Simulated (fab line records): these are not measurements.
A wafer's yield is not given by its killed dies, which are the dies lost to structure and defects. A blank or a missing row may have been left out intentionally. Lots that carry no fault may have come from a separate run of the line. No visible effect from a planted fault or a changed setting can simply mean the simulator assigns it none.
Code-filled problem report in 8D (eight disciplines) form    flow berkeley cmos170    the parts of the form that need people (team, actions taken, sign-off) are left out

== 1. PROBLEM STATEMENT ==
Wafers without a fault read 700.2 nm, standard deviation 2.4; cd nm at UCB170_M1_CD_MEAS_90 reads a mean of 715.4 nm on 6 wafers belonging to 2 lots. That is +6.3 standard deviations from the usual mean.
The step: target cd 700 nm.
First observed at day 11 20:25: wafer L541.1, on cd sem-01. The record has a number at this step for 42 wafers belonging to 14 lots. The rule behind "out" and "out of limits": a value lying over 4 standard deviations away from the usual mean. The rest of the wafers with a number are treated as sound.

== 2. WHAT IT IS AND WHAT IT IS NOT ==
question                     is                      is not
which readings at this step  cd nm                   -
which lots                   L541, L542              L525, L526, L527, L528, L529, L531, L533, L534, L537, L538, L544, L545
which wafers of those lots   all that have a number  -
read on which gauges         cd sem-01               -
when                         from day 11 20:25       up to then (30 sound wafers); but 6 sound wafers of L544, L545 came after

== 3. SUSPECTS, AND WHAT RULES EACH OUT ==
Counting: a tool stays on the suspect list if, at a process step up to the reading, it processed all lots that are out and no sound lot following the first of them.
- ruled out: the gauge at UCB170_M1_CD_MEAS_90. All the wafers that are out were read on cd sem-01, but those of them that UCB170_M1_METAL_ETCH_12 has rows for are out there too, on other tools.
- rie metal-01 at UCB170_M1_METAL_ETCH_12 (etches Al in Cl2/BCl3, stops on PSG, target depth 780 nm, time 130 s): kept. It processed each lot that is out, first L541 at day 11 20:11, and no sound lot thereafter; up to then, the last sound lot it processed was L528 at day 9 08:44. Out on those wafers are its own readings of rf fwd power W.
Left after counting: rie metal-01 at UCB170_M1_METAL_ETCH_12.

== 4. THE CAUSE (what the simulator had put in) ==
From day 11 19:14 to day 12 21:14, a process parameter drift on rie metal-01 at UCB170_M1_METAL_ETCH_12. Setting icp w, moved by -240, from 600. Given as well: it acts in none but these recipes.
The count eliminated every tool but this one.

== 5. THE EFFECT CHAIN, in route order ==
Each row: a reading where the mean over the struck wafers with a number is more than 3 standard deviations away from the usual. Only readings whose record carries a usual standard deviation are examined. hours: median over the lots of the time between each lot's start at the first step of this table that gives one and its start at this step. sigmas: the change, counted in usual standard deviations.
hours  step                     reading               usual       on struck wafers  change  sigmas
0      UCB170_M1_METAL_ETCH_12  oes product au        0.849 a.u.  0.788             -0.061  -4.1
0      UCB170_M1_METAL_ETCH_12  rf fwd power W        596.5 W     355.8             -240.7  -99 or more
0      UCB170_M1_CD_MEAS_90     cd nm                 700.2 nm    715.4             +15.1   +6.3
15     UCB170_M3_PROBE_99       defect limited yield  98.8 %      0.0               -98.8   -99 or more
15     UCB170_M3_PROBE_99       killed_at_M0_to_M3    0.8         260.7             +259.9  +99 or more
15     UCB170_M3_PROBE_99       killed dies           3.1         264.0             +260.9  +99 or more
15     UCB170_M3_PROBE_99       killed on rim         0.9         70.0              +69.1   +70
15     UCB170_M3_PROBE_99       sort_bin_5_function   0.7 %       99.5              +98.8   +99 or more
15     UCB170_M3_PROBE_99       sort n pass           260.9       0.0               -260.9  -99 or more
15     UCB170_M3_PROBE_99       sort yield pct        98.8 %      0.0               -98.8   -99 or more
It contains these process steps:
- UCB170_M1_METAL_ETCH_12: etches Al in Cl2/BCl3, stops on PSG, target depth 780 nm, time 130 s.
- UCB170_M3_PROBE_99

== 6. HOW IT WOULD HAVE BEEN CAUGHT EARLIER ==
In this record the first reading out of limits at a measuring or inspecting step was taken at day 11 20:25, 1 hour after the fault began at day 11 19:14.
Tool's own readings at UCB170_M1_METAL_ETCH_12, rf fwd power W: out on all struck wafers the step has rows for; an alarm limit on them would have tripped on the first.
Of the lots that are out (2), L542 began UCB170_M1_METAL_ETCH_12 on rie metal-01 after day 11 20:25. Holding the tool at that time would have saved it.
